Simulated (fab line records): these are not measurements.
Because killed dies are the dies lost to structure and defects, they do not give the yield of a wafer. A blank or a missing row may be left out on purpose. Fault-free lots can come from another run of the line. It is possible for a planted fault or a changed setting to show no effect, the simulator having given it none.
fab line records    flow berkeley_cmos170
[record] lots = 6  wafers = 18  last_day = 11
route steps=331 shown PLDD@151 NLDD@158
lots with no fault: from the same line, run without faults
start_h: hours from the record's first day to the start of the lot's first wafer shown    wait_h: hours elapsed since this lot's preceding step    " repeats the value in the row above    L1.1+2: a single row standing in for several wafers    - no value, or no start was given    * or withheld: withheld    < > ~ a bound
route shown NAME@n: a module of which the file shows steps, and the number in the route of the first    usual: mean/standard deviation of fault-free wafers    same: alike in all rows    chamber/n: place in a boat    sites: the reading at each site    _std_site: the values' standard deviation    _edge_site: the outer-site mean with the inner-site mean subtracted    radius_mm: for every site, how far away it sits from the centre of the wafer    mask NAME#n: copy n    behind: the tool/chamber that last shaped the wafer    hold: why the lot was held/for how many hours/how that ended    device: the n, p or np transistor that did not switch    end of line: the same wafers' tests at the end of the route    step lacking rows: just its recipe    killed: not the wafer's yield, but the dies lost to structure and defects at the first sort    map: the dies of a wafer, with x for killed, . for not killed, _ for no die there
set.NAME: the run value of the setting; set.NAME@STEP: its run value at that earlier step    model.NAME: the simulator's own value behind a step, which no gauge read
lots at selected steps of the route; one table per step, one row per wafer
services: from which hour (start_h, from the record's first day; less than 0 if before it) a tool's chamber was out of use, for how many hours, and why
[[steps]]
[step UCB170_PLDD_CD_MEAS_06]
[recipe] target_cd_nm = 1200
[usual] cd_nm = 1199.8/1.6
lot.wafer  tool       chamber  start_h  wait_h  cd_nm
L388.3     cd_sem-01  -        134.19   -       1198.9
L388.4     "          -        "        "       1198.3
L388.5     "          -        "        "       1199.6
L391.3     cd_sem-01  -        149.81   -       1200.2
L391.4     "          -        "        "       1199.7
L391.5     "          -        "        "       1200.4
L398.2     cd_sem-02  -        192.72   -       1197.7
L398.3     "          -        "        "       1198.3
L398.4     "          -        "        "       1198.4
L401.2     cd_sem-02  -        205.54   -       1201.9
L401.3     "          -        "        "       1204.0
L401.6     "          -        "        "       1203.2
L402.3     cd_sem-02  -        220.08   -       1200.2
L402.4     "          -        "        "       1201.0
L402.6     "          -        "        "       1199.5
L406.3     cd_sem-02  -        231.97   -       1201.3
L406.4     "          -        "        "       1200.4
L406.6     "          -        "        "       1199.8
[step UCB170_PLDD_OVL_MEAS_07]
[usual] PLDD_OVL = -2/4.5
lot.wafer  tool        chamber  start_h  wait_h  PLDD_OVL[nm]
L388.3     overlay-02  -        134.28   0.1     -3
L388.4     "           -        "        "       5
L388.5     "           -        "        "       4
L391.3     overlay-01  -        149.91   0.1     0
L391.4     "           -        "        "       3
L391.5     "           -        "        "       4
L398.2     overlay-02  -        192.82   0.1     3
L398.3     "           -        "        "       1
L398.4     "           -        "        "       -6
L401.2     overlay-02  -        205.64   0.1     -7
L401.3     "           -        "        "       -3
L401.6     "           -        "        "       -10
L402.3     overlay-02  -        220.17   0.1     -9
L402.4     "           -        "        "       -11
L402.6     "           -        "        "       -7
L406.3     overlay-01  -        232.07   0.1     -7
L406.4     "           -        "        "       -10
L406.6     "           -        "        "       -7
[step UCB170_PLDD_IMPLANT_08]
[recipe] species = BF2  dose_cm2 = 5e+13  energy_kev = 10  tilt_deg = 7  rotation_deg = 0
[step UCB170_PLDD_IMPLANT_09]
[recipe] species = BF2  dose_cm2 = 5e+13  energy_kev = 10  tilt_deg = 7  rotation_deg = 180
[step UCB170_PLDD_STRIP_10]
[recipe] chemistry = O2  power_w = 400  pressure_mtorr = 3500  platen_temp_c = withheld  o2_flow_sccm = 400  overash_fraction = 0.5
[usual] drypump_motor_current_A = 5.7/0.43  oes_product_au = 0.734/0.0043  strip_time_to_endpoint_s = 21.61/0.069
[same] overash_fraction = 0.5
lot.wafer  tool             chamber  start_h  wait_h  drypump_motor_current_A  oes_product_au  rf_hours_counter_h  strip_time_to_endpoint_s
L388.3     plasma_asher-02  1        134.64   0.1     6.5                      0.734           -                   21.64
L388.4     "                0        "        "       5.8                      0.735           -                   21.67
L388.5     "                0        "        "       5.8                      0.731           -                   21.63
L391.3     plasma_asher-01  1        150.26   0.1     5.5                      0.732           -                   21.55
L391.4     "                0        "        "       5.1                      0.737           -                   21.55
L391.5     "                1        "        "       5.5                      0.736           -                   21.51
L398.2     plasma_asher-01  0        193.15   0.1     5.1                      0.741           50                  21.58
L398.3     "                0        "        "       5.2                      0.735           -                   21.54
L398.4     "                1        "        "       5.5                      0.740           -                   21.49
L401.2     plasma_asher-01  0        205.97   0.1     5.2                      0.726           52                  21.64
L401.3     "                0        "        "       5.2                      0.735           -                   21.64
L401.6     "                0        "        "       5.2                      0.738           -                   21.62
L402.3     plasma_asher-03  0        220.53   0.1     6.0                      0.736           -                   21.58
L402.4     "                1        "        "       5.5                      0.735           -                   21.51
L402.6     "                1        "        "       5.5                      0.734           -                   21.57
L406.3     plasma_asher-01  1        232.42   0.1     5.5                      0.736           -                   21.57
L406.4     "                0        "        "       5.1                      0.734           -                   21.59
L406.6     "                1        "        "       5.5                      0.737           -                   21.57
[step UCB170_PLDD_TW_MEAS_11]
[usual] PLDD_TW = 1029/18
lot.wafer  tool           chamber  start_h  wait_h  PLDD_TW
L388.3     film_metro-01  -        134.72   0.1     997
L388.4     "              -        "        "       1003
L388.5     "              -        "        "       1007
L391.3     film_metro-02  -        150.35   0.1     1049
L391.4     "              -        "        "       1043
L391.5     "              -        "        "       1046
L398.2     film_metro-02  -        193.26   0.1     1041
L398.3     "              -        "        "       1041
L398.4     "              -        "        "       1042
L401.2     film_metro-01  -        206.08   0.1     1008
L401.3     "              -        "        "       1010
L401.6     "              -        "        "       1002
L402.3     film_metro-02  -        220.62   0.1     1049
L402.4     "              -        "        "       1044
L402.6     "              -        "        "       1047
L406.3     film_metro-01  -        232.51   0.1     1001
L406.4     "              -        "        "       1007
L406.6     "              -        "        "       1001
[step UCB170_PLDD_CLEAN_12]
[recipe] chemistry = SPM  temp_c = 120  time_s = 600
[step UCB170_NLDD_HMDS_00]
[recipe] prime_time_s = 60  prime_temp_c = 100
[step UCB170_NLDD_COAT_01]
[recipe] resist = KrF  spin_rpm = 1500  resist_thk_nm = 900
[step UCB170_NLDD_SOFTBAKE_02]
[recipe] resist = KrF  temp_c = 130  time_s = 60
[step UCB170_NLDD_EXPOSE_03]
[recipe] mask_id = NSELECT  na = 0.5  sigma_outer = 0.6  source_shape = conventional  target_cd_nm = 1200  dose_mj = 30
[step UCB170_NLDD_PEB_04]
[recipe] peb_temp_c = 130  peb_time_s = withheld  resist = KrF
[step UCB170_NLDD_DEVELOP_05]
[recipe] developer = TMAH  develop_time_s = 45  resist = KrF  dev_temp_c = 21
[usual] developer_temp_C = 21.02/0.085  exhaust_pa = 44.9/0.9
lot.wafer  tool            chamber  start_h  wait_h  developer_temp_C  exhaust_pa
L388.3     litho_track-01  0        136      -       21.15             45.4
L388.4     "               0        "        "       21.13             43.6
L388.5     "               0        "        "       21.15             44.3
L391.3     litho_track-01  0        151      -       21.03             45.4
L391.4     "               0        "        "       21.01             43.7
L391.5     "               0        "        "       20.92             44.8
L398.2     litho_track-03  0        195      -       21.07             43.0
L398.3     "               0        "        "       20.99             44.2
L398.4     "               0        "        "       21.02             43.2
L401.2     litho_track-03  0        207      -       21.04             42.7
L401.3     "               0        "        "       20.95             43.9
L401.6     "               0        "        "       20.95             44.1
L402.3     litho_track-03  0        222      -       20.97             46.7
L402.4     "               0        "        "       21.14             43.7
L402.6     "               0        "        "       21.09             45.3
L406.3     litho_track-01  0        233      -       21.02             44.7
L406.4     "               0        "        "       20.99             46.1
L406.6     "               0        "        "       21.01             46.2
[step UCB170_NLDD_OVL_MEAS_07]
[usual] NLDD_OVL = -1/4.7
lot.wafer  tool        chamber  start_h  wait_h  NLDD_OVL[nm]
L388.3     overlay-02  -        136.80   0.1     -5
L388.4     "           -        "        "       -1
L388.5     "           -        "        "       0
L391.3     overlay-02  -        152.08   0.1     -2
L391.4     "           -        "        "       -8
L391.5     "           -        "        "       -4
L398.2     overlay-02  -        195.96   0.1     -7
L398.3     "           -        "        "       0
L398.4     "           -        "        "       -5
L401.2     overlay-01  -        207.51   0.1     -14
L401.3     "           -        "        "       -3
L401.6     "           -        "        "       -5
L402.3     overlay-02  -        222.71   0.1     8
L402.4     "           -        "        "       -1
L402.6     "           -        "        "       6
L406.3     overlay-02  -        233.83   0.1     -7
L406.4     "           -        "        "       -4
L406.6     "           -        "        "       -8
[step UCB170_NLDD_IMPLANT_08]
[recipe] species = As  dose_cm2 = 5e+13  energy_kev = 30  tilt_deg = 7  rotation_deg = 0
[step UCB170_NLDD_IMPLANT_09]
[recipe] species = As  dose_cm2 = 5e+13  energy_kev = 30  tilt_deg = 7  rotation_deg = 180
[step UCB170_NLDD_STRIP_10]
[recipe] chemistry = O2  power_w = 400  pressure_mtorr = 3500  platen_temp_c = withheld  o2_flow_sccm = 400  overash_fraction = 0.5
[usual] drypump_motor_current_A = 5.7/0.5  oes_product_au = 0.735/0.0046  strip_time_to_endpoint_s = 21.63/0.069
[same] overash_fraction = 0.5
lot.wafer  tool             chamber  start_h  wait_h  drypump_motor_current_A  oes_product_au  rf_hours_counter_h  strip_time_to_endpoint_s
L388.3     plasma_asher-04  0        137.16   0.1     6.3                      0.738           -                   21.64
L388.4     "                1        "        "       5.3                      0.740           -                   21.67
L388.5     "                1        "        "       5.3                      0.738           -                   21.63
L391.3     plasma_asher-02  1        152.44   0.1     6.5                      0.732           -                   21.62
L391.4     "                0        "        "       5.8                      0.731           -                   21.66
L391.5     "                1        "        "       6.5                      0.736           -                   21.67
L398.2     plasma_asher-01  0        196.29   0.1     5.1                      0.731           51                  21.66
L398.3     "                1        "        "       5.5                      0.727           -                   21.60
L398.4     "                0        "        "       5.1                      0.727           -                   21.59
L401.2     plasma_asher-04  0        207.84   0.1     6.3                      0.727           9                   21.62
L401.3     "                1        "        "       5.3                      0.738           -                   21.65
L401.6     "                0        "        "       6.3                      0.734           -                   21.67
L402.3     plasma_asher-01  1        223.07   0.1     5.5                      0.739           -                   21.53
L402.4     "                0        "        "       5.1                      0.735           -                   21.65
L402.6     "                1        "        "       5.5                      0.736           -                   21.63
L406.3     plasma_asher-02  1        234.19   0.1     6.5                      0.733           -                   21.62
L406.4     "                0        "        "       5.8                      0.736           -                   21.56
L406.6     "                1        "        "       6.5                      0.736           -                   21.59
[step UCB170_NLDD_TW_MEAS_11]
[usual] NLDD_TW = 2238/35
lot.wafer  tool           chamber  start_h  wait_h  NLDD_TW
L388.3     film_metro-03  -        137.25   0.1     30
L388.4     "              -        "        "       30
L388.5     "              -        "        "       30
L391.3     film_metro-02  -        152.52   0.1     31
L391.4     "              -        "        "       31
L391.5     "              -        "        "       31
L398.2     film_metro-01  -        196.40   0.1     2214
L398.3     "              -        "        "       2211
L398.4     "              -        "        "       2199
L401.2     film_metro-01  -        207.95   0.1     2199
L401.3     "              -        "        "       2226
L401.6     "              -        "        "       2205
L402.3     film_metro-02  -        223.16   0.1     2291
L402.4     "              -        "        "       2285
L402.6     "              -        "        "       2281
L406.3     film_metro-03  -        234.27   0.1     2243
L406.4     "              -        "        "       2233
L406.6     "              -        "        "       2238
[step UCB170_NLDD_CLEAN_12]
[recipe] chemistry = SPM  temp_c = 120  time_s = 600
[[services]]
tool             chamber  start_h  hours  kind
plasma_asher-04  0        117.75   -      clean
plasma_asher-04  1        117.75   -      clean
plasma_asher-02  -        206.09   1.5    repair
[[key]]
[first_sign] step = UCB170_NLDD_TW_MEAS_11  reading = NLDD_TW  direction = down  sigmas = 63  usual = 2238  struck = 31
effect none on later readings
met_at UCB170_NLDD_DEVELOP_05
struck_wafers L388.3,L388.4,L388.5,L391.3,L391.4,L391.5
sort_left_out L388.3,L388.4,L388.5,L391.3,L391.4,L391.5
tester_left_out L388,L391
[fault] kind = process_parameter_drift  tool = litho_track-01  chamber = -  onset_h = 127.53  steps = UCB170_NLDD_DEVELOP_05  channel = develop_time_s  offset = *  shape = step  end_h = 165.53  acts_in = *  stated = *
// tester_left_out: of these lots the tester's yield and bins aren't shown, on N5 and GAA mostly nor the transistor test; their killed dies are dies lost to structure and defects alone, not to doping, threshold or leakage, so they don't give the yield
// sort_left_out: the simulated sort isn't trusted on such a fault, so these wafers' sort isn't shown, and their yield isn't known
